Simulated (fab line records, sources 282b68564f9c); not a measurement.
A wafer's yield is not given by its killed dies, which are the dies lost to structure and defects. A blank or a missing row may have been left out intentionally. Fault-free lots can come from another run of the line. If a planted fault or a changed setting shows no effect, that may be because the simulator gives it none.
The tool behind it: which one? / flow rit_cmos / 45 wafers sampled from 15 lots at 1 step of a route of 202

## WHAT THE GAUGES READ, wafer by wafer
No reading from a measuring or inspecting step in the record can be judged against a usual standard deviation.

## WHICH TOOL RAN EACH LOT (tool, then ch and the chambers of the sampled wafers, then the start)
lot=L126; RIT_REOX_OXIDATION_03=furnace-04 ch 0, day 2 18:42
lot=L127; RIT_REOX_OXIDATION_03=furnace-04 ch 0, day 3 06:58
lot=L128; RIT_REOX_OXIDATION_03=furnace-03 ch 0, day 3 14:08
lot=L129; RIT_REOX_OXIDATION_03=furnace-03, day 3 20:55
lot=L130; RIT_REOX_OXIDATION_03=furnace-01, day 3 22:45
lot=L131; RIT_REOX_OXIDATION_03=furnace-04, day 4 01:28
lot=L139; RIT_REOX_OXIDATION_03=furnace-04 ch 0, day 5 21:40
lot=L140; RIT_REOX_OXIDATION_03=furnace-04 ch 0, day 6 01:17
lot=L141; RIT_REOX_OXIDATION_03=furnace-04 ch 0, day 6 08:55
lot=L142; RIT_REOX_OXIDATION_03=furnace-04 ch 0, day 6 08:55
lot=L143; RIT_REOX_OXIDATION_03=furnace-04 ch 0, day 6 14:48
lot=L144; RIT_REOX_OXIDATION_03=furnace-03 ch 0, day 6 17:55
lot=L146; RIT_REOX_OXIDATION_03=furnace-01 ch 0, day 7 05:08
lot=L148; RIT_REOX_OXIDATION_03=furnace-03 ch 0, day 7 10:29
lot=L147; RIT_REOX_OXIDATION_03=furnace-04 ch 0, day 18 21:37
- RIT_REOX_OXIDATION_03: target thk 25.2 nm, ox time 5580 s.

## AS READ BY THE TOOLS THEMSELVES (means over the sampled wafers that have a number; for cases with no such wafer, the mark the record gives instead)
RIT_REOX_OXIDATION_03.
lot=L126; tool=furnace-04; ox_temp_c (C)=900.1; ox_temp_c_max=903.0; spike_tc_source_C (C)=926.2
lot=L127; tool=furnace-04; ox_temp_c (C)=899.8; ox_temp_c_max=902.5; spike_tc_source_C (C)=926.7
lot=L128; tool=furnace-03; ox_temp_c (C)=899.5; ox_temp_c_max=905.5; spike_tc_source_C (C)=923.3
lot=L129; tool=furnace-03; ox_temp_c (C)=-; ox_temp_c_max=-; spike_tc_source_C (C)=-
lot=L130; tool=furnace-01; ox_temp_c (C)=-; ox_temp_c_max=-; spike_tc_source_C (C)=-
lot=L131; tool=furnace-04; ox_temp_c (C)=-; ox_temp_c_max=-; spike_tc_source_C (C)=-
lot=L139; tool=furnace-04; ox_temp_c (C)=900.1; ox_temp_c_max=903.1; spike_tc_source_C (C)=926.7
lot=L140; tool=furnace-04; ox_temp_c (C)=900.4; ox_temp_c_max=904.3; spike_tc_source_C (C)=925.8
lot=L141; tool=furnace-04; ox_temp_c (C)=899.7; ox_temp_c_max=902.8; spike_tc_source_C (C)=926.7
lot=L142; tool=furnace-04; ox_temp_c (C)=900.1; ox_temp_c_max=903.2; spike_tc_source_C (C)=926.0
lot=L143; tool=furnace-04; ox_temp_c (C)=900.3; ox_temp_c_max=903.2; spike_tc_source_C (C)=927.0
lot=L144; tool=furnace-03; ox_temp_c (C)=900.1; ox_temp_c_max=907.4; spike_tc_source_C (C)=923.4
lot=L146; tool=furnace-01; ox_temp_c (C)=899.9; ox_temp_c_max=902.3; spike_tc_source_C (C)=925.5
lot=L148; tool=furnace-03; ox_temp_c (C)=899.7; ox_temp_c_max=905.6; spike_tc_source_C (C)=923.0
lot=L147; tool=furnace-04; ox_temp_c (C)=899.3; ox_temp_c_max=902.6; spike_tc_source_C (C)=926.2

## THE ANSWER, worked out from the rows above alone
Rule: what is usual is taken from the lots themselves. The widest of any qualifying gaps counts: lots, ordered by their means at a reading, are off when they make up no more than a third of the lots, leave a main group of 4 or more, and stand apart from it by 3 or more times the standard deviation of that group's means. A main group is skipped when, at the precision printed for the reading in the tables above, its means are all equal. Also off: a lot with no number at a reading for which 4 or more lots have one. Any other lot the step has rows for is counted as sound. The gauges are gone through in route order, then the tools' own readings, and for those a lot's mean is taken as printed above. At the first step where some lot is off, the reading lying furthest off is the one used; lots without a number count as furthest.
Off: L129, L130, L131 (RIT_REOX_OXIDATION_03, ox_temp_c). Without a number there: L129, L130, L131. The main group: mean 899.9 C, standard deviation 0.31.
A tool fits if, at that step or a process step before it, it ran every lot that is off, and no sound lot after the first of them. None of those tried fits.

## WHAT THE SIMULATOR PUT IN
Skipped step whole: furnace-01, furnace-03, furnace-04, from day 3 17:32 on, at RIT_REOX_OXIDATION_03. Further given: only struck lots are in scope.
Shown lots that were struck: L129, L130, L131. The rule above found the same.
